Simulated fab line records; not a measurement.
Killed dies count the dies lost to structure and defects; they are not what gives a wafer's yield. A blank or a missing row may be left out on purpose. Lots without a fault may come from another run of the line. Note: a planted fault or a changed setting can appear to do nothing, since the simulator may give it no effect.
One fault through the eyes of 2 desks / flow ritCmos / what lay behind the numbers comes last; until then each desk has only its own

## THE TOOL OWNER'S DESK: lithoTrack-02
The tool's own readings at RIT_NSD_HARDBAKE_07 (time 60 s): means of the sampled wafers that have a number, for each lot that ran on this tool. The brackets show how far a lot's mean lies from the usual mean; more than 4 standard deviations puts the lot out of limits, marked OUT.
Columns: A = heaterPowerTotalW at RIT_NSD_HARDBAKE_07, usual 62.54 W; B = plateTempC at RIT_NSD_HARDBAKE_07, usual 140.00 C
lot=L471; first seen here=day 4 04:52; A=62.52; B=139.94
lot=L484; first seen here=day 6 22:30; A=58.89 (-78) OUT; B=133.68 (-49) OUT
lot=L486; first seen here=day 7 09:13; A=58.93 (-77) OUT; B=133.85 (-47) OUT
This desk's verdict: out of limits on L484, L486, starting with L484 at day 6 22:30 (heaterPowerTotalW at RIT_NSD_HARDBAKE_07). L471: within limits.

## METROLOGY DESK
What the gauges read for every lot (on any tool): the sampled wafers with a number, averaged. The brackets show how far a lot's mean lies from the usual mean; more than 4 standard deviations puts the lot out of limits, marked OUT.
Columns: A = SPACER_NITRIDE_THK at RIT_SPACER_THK_MEAS_04, usual 249.0 nm; B = NSD_OVL at RIT_NSD_OVL_MEAS_06, usual -0.5 nm
lot=L471; first seen here=day 4 03:39; A=251.2; B=0.6
lot=L473; first seen here=day 4 15:55; A=249.8; B=0.6
lot=L484; first seen here=day 6 21:15; A=247.1; B=0.0
lot=L486; first seen here=day 7 07:59; A=245.8; B=-1.6
lot=L487; first seen here=day 7 12:10; A=247.5; B=-3.5
lot=L489; first seen here=day 8 08:26; A=250.4; B=-2.7
This desk's finding: nothing out of limits on any of the 6 lots.

## PUT TOGETHER
An alarm could have come from the tool owner's desk at day 6 22:30, on L484, L486.
The metrology desk saw nothing out of limits.
The metrology desk has L484, L486 on record, within its limits.
Of the lots named, all ran RIT_NSD_HARDBAKE_07 on lithoTrack-02.

## WHAT THE SIMULATOR HAD INSERTED
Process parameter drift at RIT_NSD_HARDBAKE_07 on lithoTrack-02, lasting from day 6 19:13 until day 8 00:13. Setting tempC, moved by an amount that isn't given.
Shown lots that were struck: L484, L486.
How many hours passed from the start of the fault until each desk's first out-of-limits reading: the tool owner's desk, 3.
